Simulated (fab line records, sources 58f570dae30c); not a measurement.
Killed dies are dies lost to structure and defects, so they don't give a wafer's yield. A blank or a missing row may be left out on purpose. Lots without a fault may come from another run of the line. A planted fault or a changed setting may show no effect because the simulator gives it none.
Which tool did it? | flow berkeley_cmos170 | 15 lots, 45 wafers sampled, at 4 steps of a route of 331

WHAT THE GAUGES READ, wafer by wafer
UCB170_NWELL_THK_MEAS_02.
lot  | measured    | on            | NWELL_OXIDE_THK (nm)
L325 | day 2 00:11 | film_metro-03 | 26.2 26.7 26.9
L326 | day 2 04:02 | film_metro-04 | 26.8 26.2 26.8
L330 | day 2 19:50 | film_metro-04 | 26.1 26.1 26.0
L331 | day 3 01:26 | film_metro-02 | 26.8 27.2 27.2
L332 | day 3 14:47 | film_metro-03 | 26.9 27.1 26.9
L333 | day 3 19:58 | film_metro-02 | 26.2 25.9 26.0
L334 | day 4 01:28 | film_metro-03 | 27.3 26.9 26.8
L335 | day 4 06:49 | film_metro-02 | 26.3 26.7 25.9
L336 | day 4 06:53 | film_metro-03 | 26.3 25.8 26.4
L337 | day 4 09:50 | film_metro-04 | 26.8 26.7 26.3
L340 | day 5 04:41 | film_metro-04 | 25.8 25.9 26.4
L345 | day 6 04:46 | film_metro-03 | 25.9 26.1 26.1
L346 | day 6 11:07 | film_metro-04 | 25.9 25.5 25.6
L347 | day 6 13:42 | film_metro-04 | 26.3 26.6 26.9
L348 | day 6 21:26 | film_metro-02 | 26.1 26.2 26.6

UCB170_SACOX_THK_MEAS_02.
lot  | measured     | on            | SACOX_OXIDE_THK (nm)
L325 | day 5 08:14  | film_metro-01 | 14.62 14.44 14.40
L326 | day 5 08:14  | film_metro-02 | 14.18 14.24 14.24
L330 | day 6 01:08  | film_metro-01 | 14.63 14.78 14.46
L331 | day 6 10:07  | film_metro-04 | 13.90 14.35 14.03
L332 | day 7 01:02  | film_metro-02 | 13.92 14.22 14.12
L333 | day 7 01:03  | film_metro-04 | 14.34 14.36 14.33
L334 | day 7 09:28  | film_metro-04 | 14.43 14.59 14.68
L335 | day 7 17:37  | film_metro-04 | 14.42 14.34 14.35
L336 | day 7 17:30  | film_metro-04 | 14.19 13.96 14.19
L337 | day 7 17:34  | film_metro-04 | 14.23 14.60 14.64
L340 | day 8 11:25  | film_metro-01 | 14.76 14.64 14.69
L345 | day 9 14:23  | film_metro-04 | 13.81 13.83 13.96
L346 | day 10 01:49 | film_metro-01 | 14.91 14.72 14.60
L347 | day 10 01:49 | film_metro-04 | 14.17 14.33 14.33
L348 | day 10 12:48 | film_metro-01 | 14.08 14.40 14.17

WHICH TOOL RAN EACH LOT (tool, then ch and the chambers of the sampled wafers, then the start)
lot  | UCB170_ZERO_ETCH_06               | UCB170_PFIELD_EXPOSE_03
L325 | rie_diel-03 ch 0,2, day 1 21:03   | krf_scanner-02 ch 0, day 4 08:53
L326 | rie_diel-03 ch 1,2, day 1 23:59   | krf_scanner-02 ch 0, day 4 08:31
L330 | rie_diel-01 ch 1,2,3, day 2 18:11 | krf_scanner-02 ch 0, day 5 08:35
L331 | rie_diel-02 ch 0,1,3, day 2 22:01 | krf_scanner-01 ch 0, day 5 15:25
L332 | rie_diel-03 ch 0,1,3, day 3 06:49 | krf_scanner-01 ch 0, day 6 03:43
L333 | rie_diel-01 ch 1,2,3, day 3 15:07 | krf_scanner-02 ch 0, day 6 02:32
L334 | rie_diel-01 ch 0,1,3, day 3 20:43 | krf_scanner-02 ch 0, day 6 11:23
L335 | rie_diel-02 ch 0,1,3, day 4 00:25 | krf_scanner-02, day 6 18:26
L336 | rie_diel-02 ch 1,2,3, day 4 01:59 | krf_scanner-01, day 6 17:59
L337 | rie_diel-02 ch 0,1,2, day 4 06:16 | krf_scanner-01, day 6 18:05
L340 | rie_diel-02 ch 0,2,3, day 5 03:09 | krf_scanner-01 ch 0, day 7 15:44
L345 | rie_diel-03 ch 0,1,3, day 6 00:08 | krf_scanner-02 ch 0, day 8 18:51
L346 | rie_diel-02 ch 0,1,2, day 6 05:50 | krf_scanner-02 ch 0, day 9 01:38
L347 | rie_diel-03 ch 1,2,3, day 6 08:11 | krf_scanner-01 ch 0, day 9 01:23
L348 | rie_diel-02 ch 0,1,2, day 6 14:50 | krf_scanner-02 ch 0, day 9 15:04
- UCB170_ZERO_ETCH_06: etches SiO2 in CHF3/CF4/Ar, time 12 s.
- UCB170_PFIELD_EXPOSE_03: exposes mask PFIELD, target cd 1500 nm.

WHAT THE TOOLS THEMSELVES READ (means of the sampled wafers that have a number; where no wafer has one, the mark that the record gives instead)
UCB170_ZERO_ETCH_06.
lot  | tool        | chamber_pressure_mTorr (mTorr) | drypump_motor_current_A (A) | oes_product_au (a.u.) | throttle_valve_pct (%)
L325 | rie_diel-03 | 99.99                          | 5.8                         | 0.616                 | 9.20
L326 | rie_diel-03 | 100.03                         | 5.4                         | 0.626                 | 9.17
L330 | rie_diel-01 | 100.04                         | 5.9                         | 0.621                 | 9.09
L331 | rie_diel-02 | 100.06                         | 5.4                         | 0.623                 | 9.13
L332 | rie_diel-03 | 100.02                         | 5.8                         | 0.617                 | 9.11
L333 | rie_diel-01 | 99.92                          | 5.9                         | 0.624                 | 9.11
L334 | rie_diel-01 | 100.02                         | 6.2                         | 0.622                 | 9.09
L335 | rie_diel-02 | 100.05                         | 5.4                         | 0.620                 | 9.14
L336 | rie_diel-02 | 99.97                          | 5.5                         | 0.626                 | 9.10
L337 | rie_diel-02 | 100.10                         | 5.0                         | 0.624                 | 9.12
L340 | rie_diel-02 | 99.99                          | 5.4                         | 0.616                 | 9.10
L345 | rie_diel-03 | 100.01                         | 5.8                         | 0.612                 | 9.11
L346 | rie_diel-02 | 100.03                         | 5.0                         | 0.626                 | 9.11
L347 | rie_diel-03 | 99.97                          | 5.7                         | 0.623                 | 9.09
L348 | rie_diel-02 | 99.99                          | 5.0                         | 0.625                 | 9.12

UCB170_PFIELD_EXPOSE_03.
lot  | tool           | exposure_dose_mJ_cm2 | focus_offset_nm (nm) | reticle_temp_C (C)
L325 | krf_scanner-02 | 30.008               | -0.5                 | 22.91
L326 | krf_scanner-02 | 30.004               | 0.2                  | 22.83
L330 | krf_scanner-02 | 30.028               | 0.8                  | 23.07
L331 | krf_scanner-01 | 30.002               | -0.1                 | 23.03
L332 | krf_scanner-01 | 29.973               | 0.0                  | 23.05
L333 | krf_scanner-02 | 29.991               | -0.0                 | 22.99
L334 | krf_scanner-02 | 30.007               | 0.3                  | 23.00
L335 | krf_scanner-02 | -                    | -                    | -
L336 | krf_scanner-01 | -                    | -                    | -
L337 | krf_scanner-01 | -                    | -                    | -
L340 | krf_scanner-01 | 30.027               | 0.3                  | 22.99
L345 | krf_scanner-02 | 30.034               | 0.7                  | 22.97
L346 | krf_scanner-02 | 30.021               | 0.2                  | 23.10
L347 | krf_scanner-01 | 29.989               | 0.7                  | 23.07
L348 | krf_scanner-02 | 29.992               | -0.2                 | 22.92

THE ANSWER, worked out from the rows above alone
Rule: what is usual is taken from the lots themselves. Put in order of their means at a reading, lots are off if they are a third of the lots or fewer, leave a main group of 4 or more, and stand apart from it by a gap of 3 or more times the standard deviation of the main group's means; of several such gaps the widest counts. A main group whose means are all the same, to the digits that the tables above print for the reading, isn't used. A lot without any number at a reading at which 4 lots or more have one is off too. The other lots that the step has rows for count as sound. The gauges are gone through in route order, then the tools' own readings, and for those a lot's mean is taken as printed above. The first step at which some lot is off is used, and at that step the reading that is off furthest; a lot without a number counts as furthest.
Off: L335, L336, L337, at UCB170_PFIELD_EXPOSE_03 (exposure_dose_mJ_cm2). Without a number there: L335, L336, L337. The main group: mean 30.006, standard deviation 0.018.
A tool fits if, at that step or a process step before it, it ran every lot that is off, and no sound lot after the first of them. None of those tried fits.

WHAT THE SIMULATOR HAD PUT IN
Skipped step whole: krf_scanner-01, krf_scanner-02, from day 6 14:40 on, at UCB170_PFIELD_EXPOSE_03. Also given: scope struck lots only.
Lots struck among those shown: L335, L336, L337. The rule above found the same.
